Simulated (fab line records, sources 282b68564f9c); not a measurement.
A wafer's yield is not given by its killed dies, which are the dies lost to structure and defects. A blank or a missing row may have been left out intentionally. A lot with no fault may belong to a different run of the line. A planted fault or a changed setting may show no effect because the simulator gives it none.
fab line records	flow rit_cmos
record: lots: 6	wafers: 18	last_day: 7
route steps=202 shown ACTIVE@2 M1@202
lots with no fault: from the same line, run without faults
start_h: start of the lot's first displayed wafer, in hours after the record's first day	wait_h: how many hours have passed since the lot's step before this one	" same as the row above	L1.1+2: a row that stands for several wafers	- no value present, or no start provided	* or withheld: withheld	< > ~ a bound
route shown NAME@n: a module of which the file shows steps, and the number in the route of the first	usual: average and standard deviation across the fault-free wafers	same: alike in all rows	chamber/n: place in a boat	sites: the reading at each site	_std_site: standard deviation of those values	_edge_site: mean of outer sites minus mean of inner sites	radius_mm: how far each site lies from the wafer's centre	mask NAME#n: copy n	behind: the tool/chamber that last shaped the wafer	hold: why the lot went on hold/how many hours it stayed there/how the hold came to an end	device: which transistor (n, p or np) failed to switch	end of line: tests run on the same wafers once the route is complete	a step with no rows: only its recipe	killed: not the wafer's yield, but the dies lost to structure and defects at the first sort	map: a wafer's dies, x killed, . not, _ none there
set.NAME: setting as actually run; set.NAME@STEP: the setting as run at that earlier step	model.NAME: the simulator's own value behind a step, which no gauge read
lots at some steps of the route; a table a step, a row a wafer
services: a tool's chamber out of use, with start hour (start_h, from the record's first day; less than 0 if before it), hours out, and reason
== steps ==
step: RIT_ACTIVE_OXIDATION_01
recipe: temp_c: 990.7	ambient: O2	target_thk_a: 468	ox_time_s: 3360
step: RIT_ACTIVE_THK_MEAS_02
recipe: reads: SiO2_of_ACTIVE_OXIDATION_01
usual: ACTIVE_OXIDE_THK: 42.8/0.87
lot.wafer	tool	chamber	start_h	wait_h	ACTIVE_OXIDE_THK[nm]
L866.2	film_metro-02	-	34.42	0.0	42.3
L866.3	"	-	"	"	43.5
L866.6	"	-	"	"	42.5
L871.1	film_metro-03	-	57.47	0.0	43.4
L871.5	"	-	"	"	42.9
L871.6	"	-	"	"	42.2
L874.2	film_metro-04	-	72.06	0.0	42.7
L874.5	"	-	"	"	43.1
L874.6	"	-	"	"	42.1
L876.2	film_metro-04	-	82.06	0.0	40.6
L876.4	"	-	"	"	42.2
L876.5	"	-	"	"	41.1
L877.2	film_metro-03	-	87.91	0.0	42.2
L877.3	"	-	"	"	42.1
L877.4	"	-	"	"	41.9
L884.1	film_metro-04	-	122.26	0.0	42.4
L884.2	"	-	"	"	42.8
L884.3	"	-	"	"	42.7
step: RIT_ACTIVE_CVD_03
recipe: material: Si3N4	target_thk_nm: 150	temp_c: 810	precursor: SiH2Cl2/NH3	time_s: 1500	pressure_mtorr: 300	sih2cl2_flow_sccm: 60	nh3_flow_sccm: 150
step: RIT_ACTIVE_THK_MEAS_04
recipe: reads: Si3N4_of_ACTIVE_CVD_03
usual: ACTIVE_NITRIDE_THK: 150.5/1.4
lot.wafer	tool	chamber	start_h	wait_h	ACTIVE_NITRIDE_THK[nm]
L866.2	film_metro-04	-	35.90	0.0	148.7
L866.3	"	-	"	"	148.1
L866.6	"	-	"	"	148.7
L871.1	film_metro-02	-	58.95	0.0	149.0
L871.5	"	-	"	"	149.6
L871.6	"	-	"	"	150.5
L874.2	film_metro-04	-	73.54	0.0	151.1
L874.5	"	-	"	"	152.1
L874.6	"	-	"	"	151.9
L876.2	film_metro-04	-	83.54	0.0	151.8
L876.4	"	-	"	"	151.0
L876.5	"	-	"	"	150.6
L877.2	film_metro-03	-	89.38	0.0	149.2
L877.3	"	-	"	"	149.3
L877.4	"	-	"	"	149.4
L884.1	film_metro-04	-	124.13	0.0	150.9
L884.2	"	-	"	"	152.0
L884.3	"	-	"	"	151.3
step: RIT_ACTIVE_HMDS_05
recipe: prime_time_s: 60	prime_temp_c: 140
step: RIT_ACTIVE_COAT_06
recipe: resist: NOVOLAK	spin_rpm: 3250	resist_thk_nm: 1000
step: RIT_ACTIVE_SOFTBAKE_07
recipe: resist: NOVOLAK	temp_c: 90	time_s: 60
step: RIT_ACTIVE_EXPOSE_08
recipe: mask_id: M1	na: 0.6	source_shape: conventional	sigma_outer: 0.6	target_cd_nm: 1400	dose_mj: 225
step: RIT_ACTIVE_PEB_09
recipe: resist: NOVOLAK	temp_c: withheld	time_s: withheld
step: RIT_ACTIVE_DEVELOP_10
recipe: resist: NOVOLAK	develop_time_s: 50	dev_temp_c: 23
step: RIT_ACTIVE_CD_MEAS_11
recipe: target_cd_nm: 1400
usual: cd_nm: 1400.4/2.1
lot.wafer	tool	chamber	start_h	wait_h	cd_nm
L866.2	cd_sem-01	-	36.86	-	1400.6
L866.3	"	-	"	"	1401.0
L866.6	"	-	"	"	1400.4
L871.1	cd_sem-02	-	59.98	-	1400.3
L871.5	"	-	"	"	1399.4
L871.6	"	-	"	"	1399.0
L874.2	cd_sem-01	-	74.58	-	1403.5
L874.5	"	-	"	"	1402.9
L874.6	"	-	"	"	1403.9
L876.2	cd_sem-01	-	84.58	-	1405.3
L876.4	"	-	"	"	1404.5
L876.5	"	-	"	"	1403.0
L877.2	cd_sem-01	-	90.30	-	1401.6
L877.3	"	-	"	"	1398.7
L877.4	"	-	"	"	1401.8
L884.1	cd_sem-01	-	125.17	-	1399.7
L884.2	"	-	"	"	1399.0
L884.3	"	-	"	"	1399.8
step: RIT_ACTIVE_HARDBAKE_12
recipe: resist: NOVOLAK	temp_c: 140	time_s: 60
step: RIT_ACTIVE_ETCH_13
recipe: stop_on: SiO2	chemistry: SF6	target: Si3N4	time_s: 210	over_etch_frac: 0.4	SF6_flow_sccm: 200	pressure_mtorr: 260	rf_w: 125	target_depth_a: 2100
usual: chamber_pressure_mTorr: 260.01/0.23	drypump_motor_current_A: 5.4/0.39	oes_product_au: 0.820/0.013	throttle_valve_pct: 7.46/0.081
lot.wafer	tool	chamber	start_h	wait_h	chamber_pressure_mTorr	drypump_motor_current_A	oes_product_au	rf_hours_counter_h	throttle_valve_pct	model.NOVOLAK_of_ACTIVE_COAT_06.thk_nm	model.etch.depth_nm	model.ACTIVE.feature_depth_nm
L866.2	rie_diel-01	3	37.11	0.1	260.32	5.6	0.793	26	7.54	661.4	148.7	148.7
L866.3	"	0	"	"	259.83	4.9	0.796	164	7.44	657.5	148	148
L866.6	"	0	"	"	260.18	4.9	0.798	-	7.44	659.4	148.6	148.6
L871.1	rie_diel-03	3	60.25	0.1	259.74	5.1	0.813	57	7.41	662.5	148.9	148.9
L871.5	"	3	"	"	259.91	5.1	0.822	-	7.42	662.5	149.7	149.7
L871.6	"	2	"	"	259.93	5.2	0.827	-	7.38	655.6	150.6	151.6
L874.2	rie_diel-03	0	74.83	0.1	260.07	5.2	0.830	2	7.45	659.4	151.2	151.2
L874.5	"	2	"	"	260.12	5.2	0.826	-	7.39	657.7	152.1	153.1
L874.6	"	3	"	"	260.15	5.2	0.728	-	7.43	760	117.1	117.1
L876.2	rie_diel-03	3	84.83	0.1	259.83	5.1	0.728	58	7.41	760.5	115.9	115.9
L876.4	"	2	"	"	260.04	5.2	0.825	112	7.40	654.9	151	152
L876.5	"	0	"	"	259.70	5.3	0.833	-	7.46	661.3	150.7	150.7
L877.2	rie_diel-02	1	90.55	0.1	259.91	5.7	0.809	4	7.42	647.4	149.2	152.2
L877.3	"	3	"	"	259.57	6.4	0.816	2	7.32	646.2	149.4	151.6
L877.4	"	1	"	"	260.23	5.7	0.817	-	7.42	646.4	149.4	152.4
L884.1	rie_diel-02	1	125.44	0.1	259.90	5.7	0.826	5	7.42	645	151.1	154.1
L884.2	"	3	"	"	259.81	6.4	0.819	3	7.31	643.9	151.9	154.2
L884.3	"	0	"	"	260.08	5.4	0.826	130	7.51	649.8	151.4	152.7
step: RIT_ACTIVE_STRIP_14
recipe: chemistry: O2	time_s: 180	resist: NOVOLAK	platen_temp_c: withheld	power_w: 500	pressure_mtorr: 4000	o2_flow_sccm: 4000
usual: chamber_pressure_mTorr: 4000/3.9	drypump_motor_current_A: 5.9/0.52
lot.wafer	tool	chamber	start_h	wait_h	chamber_pressure_mTorr	drypump_motor_current_A	rf_hours_counter_h
L866.2	plasma_asher-03	1	37.24	0.1	4006	5.1	24
L866.3	"	1	"	"	4004	5.1	-
L866.6	"	0	"	"	4000	5.2	-
L871.1	plasma_asher-04	1	60.39	0.1	4005	6.0	44
L871.5	"	0	"	"	4000	6.0	-
L871.6	"	1	"	"	4002	5.9	-
L874.2	plasma_asher-02	0	74.97	0.1	4001	6.4	44
L874.5	"	1	"	"	4003	6.4	-
L874.6	"	0	"	"	3998	6.4	-
L876.2	plasma_asher-03	1	84.97	0.1	3996	5.1	30
L876.4	"	1	"	"	4001	5.1	-
L876.5	"	0	"	"	4001	5.2	-
L877.2	plasma_asher-02	1	90.69	0.1	4003	6.4	45
L877.3	"	0	"	"	3998	6.5	-
L877.4	"	1	"	"	4004	6.4	-
L884.1	plasma_asher-03	0	125.57	0.1	3998	5.2	34
L884.2	"	1	"	"	3991	5.1	34
L884.3	"	0	"	"	3996	5.2	-
step: RIT_M1_PROBE_99
usual: killed_at_contacts: 0.1/0.23	killed_at_front_end: 6.6/2.8	killed_dies: 6.6/2.8	killed_on_rim: 1.8/1.4	killed_open: 3.3/2	killed_short: 3.2/1.7
same: gross_dies: 264	killed_at_M0_to_M3: 0	killed_at_M4_up: 0	killed_at_back_side: 0	killed_at_other: 0
lot.wafer	tool	chamber	start_h	wait_h	killed_at_contacts	killed_at_front_end	killed_dies	killed_on_rim	killed_open	killed_short
L866.2	prober-02	-	87.79	0.1	0	7	7	2	5	2
L866.3	prober-02	-	87.84	0.2	0	7	7	1	4	3
L866.6	prober-02	-	87.99	0.2	1	12	13	3	7	6
L871.1	prober-02	-	105.01	0.1	0	8	8	1	4	3
L871.5	prober-02	-	105.21	0.2	0	3	3	0	0	3
L871.6	prober-02	-	105.26	0.2	0	12	12	5	6	5
L874.2	prober-02	-	124.69	0.1	0	8	8	1	3	5
L874.5	prober-02	-	124.84	0.2	0	11	11	2	8	3
L874.6	prober-02	-	124.89	0.2	0	264	264	70	1	1
L876.2	prober-02	-	135.35	0.1	1	263	264	70	4	2
L876.4	prober-02	-	135.45	0.2	0	6	6	3	2	4
L876.5	prober-02	-	135.50	0.2	0	4	4	0	0	4
L877.2	prober-01	-	140.75	0.1	0	3	3	1	1	2
L877.3	prober-01	-	140.80	0.2	0	5	5	1	3	2
L877.4	prober-01	-	140.85	0.2	0	4	4	1	2	1
L884.1	prober-02	-	172.94	0.1	1	7	8	0	4	4
L884.2	prober-02	-	172.99	0.1	0	4	4	1	1	3
L884.3	prober-02	-	173.04	0.2	0	9	9	2	3	6
killed by level:class
L866.2 SPACER:geometric_particle:open=2 FOX1:geometric_particle:short=1 FOX1:geometric_particle:open=1 GATE:geometric_particle:open=1 SPACER:geometric_particle:short=1 SILICIDE:geometric_particle:open=1
L866.3 FOX1:geometric_particle:open=2 FOX1:geometric_particle:short=1 FOX2:geometric_particle:open=1 GATE:geometric_particle:short=1 REOX:geometric_particle:short=1 SPACER:geometric_particle:open=1
L866.6 GATE:geometric_particle:open=3 FOX1:geometric_particle:short=2 FOX1:geometric_particle:open=2 GATE:geometric_particle:short=2 SPACER:geometric_particle:short=1 SILICIDE:geometric_particle:short=1 SILICIDE:geometric_particle:open=1 CONTACT:geometric_particle:open=1
L871.1 GATE:geometric_particle:open=2 SPACER:geometric_particle:open=2 FOX1:geometric_particle:short=1 REOX:geometric_particle:short=1 SPACER:geometric_particle:short=1 NSD:coat_microbubble_printed=1
L871.5 GATE:geometric_particle:short=3
L871.6 GATE:geometric_particle:short=4 GATE:geometric_particle:open=3 FOX2:geometric_particle:open=2 FOX1:geometric_particle:open=1 FOX2:geometric_particle:short=1 NSD:coat_microbubble_printed=1
L874.2 GATE:geometric_particle:open=2 FOX1:geometric_particle:short=1 FOX2:geometric_particle:short=1 GATE:geometric_particle:short=1 REOX:geometric_particle:open=1 SPACER:geometric_particle:short=1 SILICIDE:geometric_particle:short=1
L874.5 GATE:geometric_particle:open=3 REOX:geometric_particle:open=3 SILICIDE:geometric_particle:short=2 FOX1:geometric_particle:open=1 GATE:geometric_particle:short=1 SILICIDE:geometric_particle:open=1
L874.6 ACTIVE:area_etch=262 GATE:geometric_particle:open=1 REOX:geometric_particle:short=1
L876.2 ACTIVE:area_etch=258 FOX1:geometric_particle:short=1 FOX1:geometric_particle:open=1 FOX2:geometric_particle:open=1 REOX:geometric_particle:open=1 SPACER:geometric_particle:short=1 CONTACT:geometric_particle:open=1
L876.4 FOX1:geometric_particle:short=2 FOX1:geometric_particle:open=1 SPACER:geometric_particle:short=1 SILICIDE:geometric_particle:short=1 SILICIDE:geometric_particle:open=1
L876.5 FOX1:geometric_particle:short=2 FOX2:geometric_particle:short=1 SILICIDE:geometric_particle:short=1
L877.2 SILICIDE:geometric_particle:short=2 GATE:geometric_particle:open=1
L877.3 GATE:geometric_particle:short=2 REOX:geometric_particle:open=2 GATE:geometric_particle:open=1
L877.4 GATE:geometric_particle:open=1 GATE:geometric_particle:short=1 SPACER:geometric_particle:open=1 NWELL:coat_microbubble_printed=1
L884.1 GATE:geometric_particle:open=2 REOX:geometric_particle:short=2 FOX1:geometric_particle:open=1 FOX2:geometric_particle:short=1 GATE:geometric_particle:short=1 CONTACT:geometric_particle:open=1
L884.2 SILICIDE:geometric_particle:short=2 FOX1:geometric_particle:open=1 GATE:geometric_particle:short=1
L884.3 GATE:geometric_particle:short=2 REOX:geometric_particle:short=2 FOX1:geometric_particle:short=1 FOX2:geometric_particle:open=1 GATE:geometric_particle:open=1 SILICIDE:geometric_particle:short=1 SILICIDE:geometric_particle:open=1
map L874.6 (x killed, . not)
________xxxxxxx_______
_____xxxxxxxxxxxxx____
____xxxxxxxxxxxxxxx___
___xxxxxxxxxxxxxxxxx__
__xxxxxxxxxxxxxxxxxxx_
__xxxxxxxxxxxxxxxxxxx_
_xxxxxxxxxxxxxxxxxxxxx
_xxxxxxxxxxxxxxxxxxxxx
_xxxxxxxxxxxxxxxxxxxxx
_xxxxxxxxxxxxxxxxxxxxx
__xxxxxxxxxxxxxxxxxxx_
__xxxxxxxxxxxxxxxxxxx_
___xxxxxxxxxxxxxxxxx__
____xxxxxxxxxxxxxxx___
_____xxxxxxxxxxxxx____
________xxxxxxx_______
map L876.2 (x killed, . not)
________xxxxxxx_______
_____xxxxxxxxxxxxx____
____xxxxxxxxxxxxxxx___
___xxxxxxxxxxxxxxxxx__
__xxxxxxxxxxxxxxxxxxx_
__xxxxxxxxxxxxxxxxxxx_
_xxxxxxxxxxxxxxxxxxxxx
_xxxxxxxxxxxxxxxxxxxxx
_xxxxxxxxxxxxxxxxxxxxx
_xxxxxxxxxxxxxxxxxxxxx
__xxxxxxxxxxxxxxxxxxx_
__xxxxxxxxxxxxxxxxxxx_
___xxxxxxxxxxxxxxxxx__
____xxxxxxxxxxxxxxx___
_____xxxxxxxxxxxxx____
________xxxxxxx_______
== services ==
tool	chamber	start_h	hours	kind
plasma_asher-02	-	39.84	14.4	repair
plasma_asher-02	-	47.53	0.5	repair
rie_diel-03	3	52.52	4.3	repair
plasma_asher-03	-	52.89	14.6	pm
rie_diel-01	0	72.34	-	clean
rie_diel-01	0	72.34	-	consumable_replace:esc
rie_diel-01	0	72.34	20.8	scheduled_down
rie_diel-01	0	72.34	20.8	vent_cycle
rie_diel-02	0	81.92	9.5	repair
rie_diel-03	1	85.17	-	clean
rie_diel-03	1	85.17	20.9	scheduled_down
rie_diel-03	1	85.17	20.9	vent_cycle
rie_diel-01	1	86.22	10.6	repair
plasma_asher-04	-	108.75	9.0	pm
plasma_asher-04	0	108.75	9.0	vent_cycle
plasma_asher-04	1	108.75	9.0	vent_cycle
plasma_asher-04	0	117.75	-	clean
plasma_asher-04	1	117.75	-	clean
plasma_asher-02	-	121.22	0.5	repair
== key ==
first_sign: step: RIT_ACTIVE_ETCH_13	reading: oes_product_au	direction: down	sigmas: 7.2	usual: 0.820	struck: 0.728
effect: step: RIT_M1_PROBE_99	reading: killed_at_front_end	direction: up	sigmas: 92	usual: 6.6	struck: 263.5
model_effect: step: RIT_ACTIVE_ETCH_13	value: NOVOLAK_of_ACTIVE_COAT_06.thk_nm	without: 664.1	struck: 760.3
more_kills_born_at: RIT_ACTIVE_ETCH_13@rie_diel-03: 520
met_at RIT_ACTIVE_ETCH_13
struck_wafers L874.6,L876.2
later_rows_left_out L874.6,L876.2
tester_left_out L874,L876
onset_between 60.25 74.83
fault: kind: process_parameter_drift	tool: rie_diel-03	chamber: 3	onset_h: 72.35	steps: RIT_ACTIVE_ETCH_13	channel: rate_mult	offset: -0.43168	shape: step	end_h: 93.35
tester_left_out: of these lots the tester's yield and bins aren't shown, on N5 and GAA mostly nor the transistor test; their killed dies are dies lost to structure and defects alone, not to doping, threshold or leakage, so they don't give the yield
later_rows_left_out: the simulator's readings of these wafers behind a module that went badly wrong aren't trusted and aren't shown, but for the sort
